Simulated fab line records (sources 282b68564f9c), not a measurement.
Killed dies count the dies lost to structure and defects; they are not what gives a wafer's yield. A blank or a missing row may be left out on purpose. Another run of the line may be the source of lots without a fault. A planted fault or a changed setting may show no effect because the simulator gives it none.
fab line records | flow ritCmos
record: lots: 14 wafers: 42 lastDay: 6
route steps=202 shown FOX1@20
lots with no fault: from the same line, run without faults
startH: hours from the record's first day to the start of the lot's first wafer shown | waitH: time in hours since the lot's previous step | " repeats the value in the row above | L1.1+2: a row that stands for several wafers | - value missing, or start not given | * or withheld: withheld | < > ~ a bound
route shown NAME@n: NAME is a module with steps in the file, n the number in the route of the first one | usual: mean/standard deviation taken from wafers without a fault | same: alike in all rows | chamber/n: place in a boat | sites: per-site readings | _std_site: the standard deviation of these | _edge_site: inner sites' mean taken away from outer sites' mean | radiusMm: for every site, how far away it sits from the centre of the wafer | mask NAME#n: copy n | behind: tool/chamber where the wafer was last shaped | hold: the reason the lot was held/the length of the hold in hours/how it ended | device: transistor that didn't switch, given as n, p or np | end of line: tests run on the same wafers once the route is complete | for a step that has no rows: nothing shown but its recipe | killed: the dies lost at the first sort to structure and to defects; this is not the yield of the wafer | map: the dies of a wafer, with x for killed, . for not killed, _ for no die there
set.NAME: the run value of the setting; set.NAME@STEP: its run value at that earlier step | model.NAME: the simulator's own value behind a step, which no gauge read
one table for each step of the route and one row for each wafer, over a sample of lots
services: from which hour (startH, from the record's first day; less than 0 if before it) a tool's chamber was out of use, for how many hours, and why
== steps ==
step: RIT_FOX1_OXIDATION_00
recipe: tempC: 1100 ambient: H2O targetThkA: 3507 pH2oTorr: 720 oxTimeS: 1130
usual: spikeTcCentreC: 1102.5/1.1 spikeTcLoadC: 1128.1/1.4 spikeTcSourceC: 1123/4.2 tubeCenterTempC: 1100.0/0.11 tube_center_temp_C_max: 1102.7/0.42 zonePowerCentrePct: 51/4.7
columns lot.wafer tool chamber startH waitH spikeTcCentreC spikeTcLoadC spikeTcSourceC tubeCenterTempC tube_center_temp_C_max zonePowerCentrePct
L408.1 furnace-01 0 17.05 1.4 1101.5 1128.3 1120 1099.8 1102.1 54
L408.4 " 0 " " 1101.8 1128.3 1119 1099.9 1103.9 55
L408.5 " 0 " " 1101.4 1129.1 1116 1100.1 1102.5 55
L409.1 furnace-02 0 21.42 0.0 1101.8 1125.7 1128 1100.0 1102.7 55
L409.2 " 0 " " 1102.7 1124.7 1130 1100.1 1102.9 56
L409.5 " 0 " " 1102.3 1124.9 1128 1100.0 1102.5 56
L410.3 furnace-01 0 25.52 0.0 1102.8 1129.9 1119 1099.8 1102.5 55
L410.4 " 0 " " 1101.5 1127.8 1119 1100.1 1102.7 55
L410.6 " 0 " " 1101.2 1128.4 1117 1100.0 1102.6 55
L411.1 furnace-03 0 30.68 0.0 1102.9 1128.9 1126 1100.0 1102.4 44
L411.3 " 0 " " 1103.4 1129.1 1125 1099.9 1101.8 45
L411.4 " 0 " " 1104.2 1129.2 1125 1100.2 1102.6 45
L412.2 furnace-01 0 35.81 0.0 1101.4 1127.6 1117 1099.7 1102.3 54
L412.5 " 0 " " 1101.4 1129.0 1120 1099.9 1103.6 54
L412.6 " 0 " " 1101.3 1129.0 1119 1099.9 1102.7 54
L413.1 furnace-01 0 40.54 0.0 1102.2 1128.7 1117 1100.0 1102.6 55
L413.2 " 0 " " 1102.0 1129.2 1119 1100.0 1103.5 55
L413.5 " 0 " " 1101.6 1129.1 1118 1100.1 1102.5 54
L415.2 furnace-03 0 50.88 0.2 1103.3 1127.2 1127 1100.1 1103.8 46
L415.3 " 0 " " 1102.5 1129.5 1126 1100.0 1103.0 45
L415.6 " 0 " " 1103.6 1129.3 1126 1100.1 1102.6 45
L416.2 furnace-03 0 56.25 0.0 1104.4 1128.8 1126 1100.0 1102.5 45
L416.3 " 0 " " 1102.8 1127.9 1124 1099.9 1102.7 46
L416.6 " 0 " " 1102.5 1130.8 1125 1099.9 1103.1 45
L418.1 furnace-03 0 66.70 1.1 1102.4 1127.9 1125 1099.9 1101.9 45
L418.2 " 0 " " 1100.9 1126.9 1125 1099.7 1102.1 45
L418.3 " 0 " " 1103.4 1129.1 1126 1100.3 1104.0 45
L419.2 furnace-01 0 73.33 0.8 1101.3 1129.0 1119 1100.0 1102.2 55
L419.3 " 0 " " 1101.6 1128.4 1119 1100.1 1102.7 53
L419.4 " 0 " " 1103.1 1128.8 1119 1099.9 1102.9 55
L422.3 furnace-03 0 86.34 0.0 1102.4 1128.7 1126 1100.0 1102.6 46
L422.5 " 0 " " 1103.8 1127.0 1126 1100.2 1104.0 45
L422.6 " 0 " " 1102.8 1129.2 1127 1100.0 1102.5 45
L424.2 furnace-03 0 95.63 0.0 1103.3 1126.8 1127 1099.9 1102.2 45
L424.3 " 0 " " 1103.5 1127.6 1125 1099.8 1102.7 45
L424.6 " 0 " " 1105.3 1128.1 1125 1100.2 1102.8 46
L425.1 furnace-03 0 101.55 0.7 1127.8 1153.7 1148 1124.9 1127.6 46
L425.5 " 0 " " 1129.6 1153.0 1150 1125.0 1127.6 46
L425.6 " 0 " " 1127.2 1155.1 1152 1125.0 1127.4 46
L427.1 furnace-03 0 110.50 0.0 1126.6 1152.9 1151 1124.9 1128.0 46
L427.2 " 0 " " 1127.9 1153.3 1152 1125.2 1128.0 46
L427.4 " 0 " " 1127.6 1153.8 1152 1125.1 1127.6 47
step: RIT_FOX1_THK_MEAS_01
recipe: reads: SiO2_of_FOX1_OXIDATION_00
usual: FOX1_OXIDE_THK: 349/8.5
columns lot.wafer tool chamber startH waitH FOX1_OXIDE_THK[nm]
L408.1 filmMetro-03 - 18.37 0.0 360
L408.4 " - " " 364
L408.5 " - " " 363
L409.1 filmMetro-01 - 22.74 0.0 359
L409.2 " - " " 358
L409.5 " - " " 363
L410.3 filmMetro-04 - 26.86 0.0 352
L410.4 " - " " 348
L410.6 " - " " 353
L411.1 filmMetro-04 - 31.99 0.0 334
L411.3 " - " " 341
L411.4 " - " " 336
L412.2 filmMetro-04 - 37.13 0.0 350
L412.5 " - " " 355
L412.6 " - " " 350
L413.1 filmMetro-01 - 41.85 0.0 358
L413.2 " - " " 358
L413.5 " - " " 356
L415.2 filmMetro-03 - 52.21 0.0 355
L415.3 " - " " 360
L415.6 " - " " 353
L416.2 filmMetro-03 - 57.58 0.0 343
L416.3 " - " " 340
L416.6 " - " " 343
L418.1 filmMetro-01 - 68.01 0.0 341
L418.2 " - " " 347
L418.3 " - " " 345
L419.2 filmMetro-01 - 74.66 0.0 352
L419.3 " - " " 357
L419.4 " - " " 355
L422.3 filmMetro-04 - 87.67 0.0 342
L422.5 " - " " 340
L422.6 " - " " 337
L424.2 filmMetro-04 - 96.95 0.0 350
L424.3 " - " " 341
L424.6 " - " " 342
L425.1 filmMetro-01 - 102.87 0.0 395
L425.5 " - " " 391
L425.6 " - " " 391
L427.1 filmMetro-04 - 111.82 0.0 390
L427.2 " - " " 391
L427.4 " - " " 393
== services ==
columns tool chamber startH hours kind
furnace-02 - -0.82 3.8 pm
furnace-02 - 61.16 13.7 pm
furnace-01 - 68.29 3.1 pm
furnace-02 - 74.88 2.9 pm
== key ==
firstSign: step: RIT_FOX1_OXIDATION_00 reading: tubeCenterTempC direction: up sigmas: 99+ usual: * struck: *
effect: step: RIT_FOX1_OXIDATION_00 reading: tube_center_temp_C_max direction: up sigmas: 60 usual: * struck: *
effect: step: RIT_FOX1_THK_MEAS_01 reading: FOX1_OXIDE_THK direction: up sigmas: 5 usual: 349 struck: 392
metAt RIT_FOX1_OXIDATION_00
struckLots L425,L427
testerLeftOut L425,L427
onsetBetween 95.63 101.55
fault: kind: processParameterDrift tool: furnace-03 chamber: - onsetH: 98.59 steps: RIT_FOX1_OXIDATION_00 channel: tempC offset: * shape: step endH: 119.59 actsIn: * stated: *
testerLeftOut: of these lots the tester's yield and bins aren't shown, on N5 and GAA mostly nor the transistor test; their killed dies are dies lost to structure and defects alone, not to doping, threshold or leakage, so they don't give the yield
